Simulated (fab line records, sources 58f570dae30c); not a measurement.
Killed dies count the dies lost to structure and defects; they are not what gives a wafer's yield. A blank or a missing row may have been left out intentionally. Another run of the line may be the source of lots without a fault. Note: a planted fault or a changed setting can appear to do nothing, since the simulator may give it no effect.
fab line records || flow berkeleyCmos170
record: {"lots": 15, "wafers": 45, "lastDay": 10}
route steps=331 shown M3@326
lots untouched by any fault: they come from a run of this same line in which no faults occurred
startH: hours from the record's opening day to when the first of the lot's shown wafers began || waitH: hours since the lot's step before || " same as the row above || L1.1+2: a single row standing in for several wafers || - no value present, or no start provided || * or withheld: withheld || < > ~ a bound
route shown NAME@n: names a module that has steps shown in the file, with the first one's number in the route || usual: average and standard deviation across the fault-free wafers || same: alike in all rows || chamber/n: place in a boat || sites: the reading at each site || _std_site: standard deviation across them || _edge_site: the outer-site mean with the inner-site mean subtracted || radiusMm: how far each site lies from the wafer's centre || mask NAME#n: copy n || behind: the most recent tool/chamber to have shaped the wafer || hold: reason for holding the lot/hours on hold/outcome of the hold || device: whichever transistor did not switch (one of n, p or np) || end of line: the route-end tests of the same wafers || a step without rows: its recipe alone || killed: dies lost to structure and defects at the first sort, not the wafer's yield || map: the dies of a wafer, with x for killed, . for not killed, _ for no die there
set.NAME: the run value of the setting; set.NAME@STEP: its run value at that earlier step || model.NAME: the simulator's own value behind a step, which no gauge read
one table for each step of the route and one row for each wafer, over a sample of lots
services: a tool's chamber out of use, with start hour (startH, from the record's first day; less than 0 if before it), hours out, and reason
== steps ==
step: UCB170_M3_ETCH_17
recipe: {"chemistry": "N2/H2", "targetDepthA": "withheld", "overetchA": "withheld", "target": "BARC", "timeS": "withheld", "sourceW": 500, "biasW": 100, "pressureMtorr": 30, "n2FlowSccm": 100, "h2FlowSccm": 200}
usual: {"drypumpMotorCurrentA": "5.8/0.5", "oesProductAu": "0.990/0.017", "throttleValvePct": "13.19/0.19"}
{"lot.wafer": "L779.2", "tool": "rieDiel-03", "chamber": 2, "startH": 151.77, "waitH": 0.0, "drypumpMotorCurrentA": 5.4, "oesProductAu": 0.968, "throttleValvePct": 13.63}
{"lot.wafer": "L779.4", "tool": "rieDiel-03", "chamber": 2, "startH": 151.77, "waitH": 0.0, "drypumpMotorCurrentA": 5.4, "oesProductAu": 0.963, "throttleValvePct": 13.62}
{"lot.wafer": "L779.6", "tool": "rieDiel-03", "chamber": 0, "startH": 151.77, "waitH": 0.0, "drypumpMotorCurrentA": 6.4, "oesProductAu": 0.998, "throttleValvePct": 13.22}
{"lot.wafer": "L780.3", "tool": "rieDiel-02", "chamber": 1, "startH": 154.06, "waitH": 0.0, "drypumpMotorCurrentA": 5.0, "oesProductAu": 0.982, "throttleValvePct": 13.12}
{"lot.wafer": "L780.4", "tool": "rieDiel-02", "chamber": 3, "startH": 154.06, "waitH": 0.0, "drypumpMotorCurrentA": 5.2, "oesProductAu": 0.977, "throttleValvePct": 12.93}
{"lot.wafer": "L780.5", "tool": "rieDiel-02", "chamber": 3, "startH": 154.06, "waitH": 0.0, "drypumpMotorCurrentA": 5.2, "oesProductAu": 0.976, "throttleValvePct": 12.93}
{"lot.wafer": "L783.1", "tool": "rieDiel-03", "chamber": 1, "startH": 175.03, "waitH": 0.0, "drypumpMotorCurrentA": 5.5, "oesProductAu": 0.999, "throttleValvePct": 13.13}
{"lot.wafer": "L783.2", "tool": "rieDiel-03", "chamber": 2, "startH": 175.03, "waitH": 0.0, "drypumpMotorCurrentA": 5.4, "oesProductAu": 0.967, "throttleValvePct": 13.64}
{"lot.wafer": "L783.3", "tool": "rieDiel-03", "chamber": 3, "startH": 175.03, "waitH": 0.0, "drypumpMotorCurrentA": 5.9, "oesProductAu": 1.005, "throttleValvePct": 13.16}
{"lot.wafer": "L782.1", "tool": "rieDiel-02", "chamber": 2, "startH": 176.71, "waitH": 0.0, "drypumpMotorCurrentA": 6.6, "oesProductAu": 1.017, "throttleValvePct": 13.05}
{"lot.wafer": "L782.2", "tool": "rieDiel-02", "chamber": 3, "startH": 176.71, "waitH": 0.0, "drypumpMotorCurrentA": 5.2, "oesProductAu": 0.977, "throttleValvePct": 12.92}
{"lot.wafer": "L782.4", "tool": "rieDiel-02", "chamber": 1, "startH": 176.71, "waitH": 0.0, "drypumpMotorCurrentA": 5.0, "oesProductAu": 0.979, "throttleValvePct": 13.13}
{"lot.wafer": "L781.1", "tool": "rieDiel-02", "chamber": 3, "startH": 177.65, "waitH": 0.0, "drypumpMotorCurrentA": 5.2, "oesProductAu": 0.965, "throttleValvePct": 12.92}
{"lot.wafer": "L781.3", "tool": "rieDiel-02", "chamber": 0, "startH": 177.65, "waitH": 0.0, "drypumpMotorCurrentA": 5.9, "oesProductAu": 0.953, "throttleValvePct": 13.41}
{"lot.wafer": "L781.5", "tool": "rieDiel-02", "chamber": 1, "startH": 177.65, "waitH": 0.0, "drypumpMotorCurrentA": 4.9, "oesProductAu": 0.978, "throttleValvePct": 13.11}
{"lot.wafer": "L787.1", "tool": "rieDiel-02", "chamber": 3, "startH": 180.64, "waitH": 0.0, "drypumpMotorCurrentA": 5.2, "oesProductAu": 0.968, "throttleValvePct": 12.93}
{"lot.wafer": "L787.2", "tool": "rieDiel-02", "chamber": 2, "startH": 180.64, "waitH": 0.0, "drypumpMotorCurrentA": 6.6, "oesProductAu": 1.021, "throttleValvePct": 13.04}
{"lot.wafer": "L787.5", "tool": "rieDiel-02", "chamber": 1, "startH": 180.64, "waitH": 0.0, "drypumpMotorCurrentA": 4.9, "oesProductAu": 0.988, "throttleValvePct": 13.13}
{"lot.wafer": "L784.2", "tool": "rieDiel-04", "chamber": 0, "startH": 181.02, "waitH": 0.0, "drypumpMotorCurrentA": 6.1, "oesProductAu": 1.002, "throttleValvePct": 13.01}
{"lot.wafer": "L784.4", "tool": "rieDiel-04", "chamber": 2, "startH": 181.02, "waitH": 0.0, "drypumpMotorCurrentA": 5.2, "oesProductAu": 1.006, "throttleValvePct": 13.30}
{"lot.wafer": "L784.5", "tool": "rieDiel-04", "chamber": 1, "startH": 181.02, "waitH": 0.0, "drypumpMotorCurrentA": 5.9, "oesProductAu": 0.980, "throttleValvePct": 13.00}
{"lot.wafer": "L785.4", "tool": "rieDiel-03", "chamber": 1, "startH": 181.37, "waitH": 0.0, "drypumpMotorCurrentA": 5.5, "oesProductAu": 0.990, "throttleValvePct": 13.15}
{"lot.wafer": "L785.5", "tool": "rieDiel-03", "chamber": 3, "startH": 181.37, "waitH": 0.0, "drypumpMotorCurrentA": 5.9, "oesProductAu": 1.001, "throttleValvePct": 13.16}
{"lot.wafer": "L785.6", "tool": "rieDiel-03", "chamber": 0, "startH": 181.37, "waitH": 0.0, "drypumpMotorCurrentA": 6.4, "oesProductAu": 1.001, "throttleValvePct": 13.22}
{"lot.wafer": "L789.1", "tool": "rieDiel-04", "chamber": 1, "startH": 205.24, "waitH": 0.0, "drypumpMotorCurrentA": 5.9, "oesProductAu": 0.989, "throttleValvePct": 13.00}
{"lot.wafer": "L789.4", "tool": "rieDiel-04", "chamber": 3, "startH": 205.24, "waitH": 0.0, "drypumpMotorCurrentA": 6.2, "oesProductAu": 0.999, "throttleValvePct": 13.31}
{"lot.wafer": "L789.5", "tool": "rieDiel-04", "chamber": 1, "startH": 205.24, "waitH": 0.0, "drypumpMotorCurrentA": 5.8, "oesProductAu": 0.980, "throttleValvePct": 12.99}
{"lot.wafer": "L788.2", "tool": "rieDiel-03", "chamber": 3, "startH": 205.76, "waitH": 0.0, "drypumpMotorCurrentA": 6.0, "oesProductAu": 0.988, "throttleValvePct": 13.18}
{"lot.wafer": "L788.3", "tool": "rieDiel-03", "chamber": 2, "startH": 205.76, "waitH": 0.0, "drypumpMotorCurrentA": 5.4, "oesProductAu": 0.966, "throttleValvePct": 13.63}
{"lot.wafer": "L788.4", "tool": "rieDiel-03", "chamber": 1, "startH": 205.76, "waitH": 0.0, "drypumpMotorCurrentA": 5.5, "oesProductAu": 0.992, "throttleValvePct": 13.12}
{"lot.wafer": "L791.2", "tool": "rieDiel-03", "chamber": 1, "startH": 219.58, "waitH": 0.0, "drypumpMotorCurrentA": 5.5, "oesProductAu": 0.996, "throttleValvePct": 13.15}
{"lot.wafer": "L791.4", "tool": "rieDiel-03", "chamber": 2, "startH": 219.58, "waitH": 0.0, "drypumpMotorCurrentA": 5.4, "oesProductAu": 0.957, "throttleValvePct": 13.62}
{"lot.wafer": "L791.6", "tool": "rieDiel-03", "chamber": 0, "startH": 219.58, "waitH": 0.0, "drypumpMotorCurrentA": 6.4, "oesProductAu": 0.989, "throttleValvePct": 13.24}
{"lot.wafer": "L793.3", "tool": "rieDiel-02", "chamber": 0, "startH": 229.89, "waitH": 0.0, "drypumpMotorCurrentA": 5.9, "oesProductAu": 0.958, "throttleValvePct": 13.41}
{"lot.wafer": "L793.4", "tool": "rieDiel-02", "chamber": 3, "startH": 229.89, "waitH": 0.0, "drypumpMotorCurrentA": 5.2, "oesProductAu": 0.979, "throttleValvePct": 12.93}
{"lot.wafer": "L793.6", "tool": "rieDiel-02", "chamber": 2, "startH": 229.89, "waitH": 0.0, "drypumpMotorCurrentA": 6.6, "oesProductAu": 1.009, "throttleValvePct": 13.05}
{"lot.wafer": "L796.2", "tool": "rieDiel-04", "chamber": 2, "startH": 231.58, "waitH": 0.0, "drypumpMotorCurrentA": 5.1, "oesProductAu": 0.807, "throttleValvePct": 13.29}
{"lot.wafer": "L796.3", "tool": "rieDiel-04", "chamber": 0, "startH": 231.58, "waitH": 0.0, "drypumpMotorCurrentA": 6.2, "oesProductAu": 0.814, "throttleValvePct": 13.01}
{"lot.wafer": "L796.6", "tool": "rieDiel-04", "chamber": 2, "startH": 231.58, "waitH": 0.0, "drypumpMotorCurrentA": 5.2, "oesProductAu": 0.821, "throttleValvePct": 13.28}
{"lot.wafer": "L795.2", "tool": "rieDiel-04", "chamber": 0, "startH": 234.61, "waitH": 0.0, "drypumpMotorCurrentA": 6.1, "oesProductAu": 0.812, "throttleValvePct": 13.00}
{"lot.wafer": "L795.4", "tool": "rieDiel-04", "chamber": 1, "startH": 234.61, "waitH": 0.0, "drypumpMotorCurrentA": 5.9, "oesProductAu": 0.802, "throttleValvePct": 12.98}
{"lot.wafer": "L795.5", "tool": "rieDiel-04", "chamber": 2, "startH": 234.61, "waitH": 0.0, "drypumpMotorCurrentA": 5.2, "oesProductAu": 0.814, "throttleValvePct": 13.28}
{"lot.wafer": "L798.3", "tool": "rieDiel-04", "chamber": 1, "startH": 248.84, "waitH": 0.0, "drypumpMotorCurrentA": 5.9, "oesProductAu": 0.806, "throttleValvePct": 12.99}
{"lot.wafer": "L798.4", "tool": "rieDiel-04", "chamber": 3, "startH": 248.84, "waitH": 0.0, "drypumpMotorCurrentA": 6.2, "oesProductAu": 0.797, "throttleValvePct": 13.28}
{"lot.wafer": "L798.6", "tool": "rieDiel-04", "chamber": 2, "startH": 248.84, "waitH": 0.0, "drypumpMotorCurrentA": 5.2, "oesProductAu": 0.813, "throttleValvePct": 13.31}
== services ==
{"tool": "rieDiel-03", "chamber": 3, "startH": 129.48, "hours": "-", "kind": "clean"}
{"tool": "rieDiel-03", "chamber": 3, "startH": 129.48, "hours": 26.2, "kind": "scheduledDown"}
{"tool": "rieDiel-03", "chamber": 3, "startH": 129.48, "hours": 26.2, "kind": "ventCycle"}
{"tool": "rieDiel-03", "chamber": 1, "startH": 154.02, "hours": 4.5, "kind": "repair"}
{"tool": "rieDiel-02", "chamber": 1, "startH": 181.35, "hours": 3.7, "kind": "repair"}
{"tool": "rieDiel-04", "chamber": "-", "startH": 217.06, "hours": 2.8, "kind": "pm"}
{"tool": "rieDiel-03", "chamber": "-", "startH": 236.88, "hours": 1.1, "kind": "repair"}
== key ==
firstSign: {"step": "UCB170_M3_ETCH_17", "reading": "oesProductAu", "direction": "down", "sigmas": 10, "usual": 0.990, "struck": 0.809}
effect none on later readings
metAt UCB170_M3_ETCH_17
struckLots L795,L796,L798
onsetBetween 205.24 231.58
fault: {"kind": "processParameterDrift", "tool": "rieDiel-04", "chamber": "-", "onsetH": 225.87, "steps": "UCB170_M3_ETCH_17", "channel": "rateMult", "offset": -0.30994, "shape": "step", "endH": 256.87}
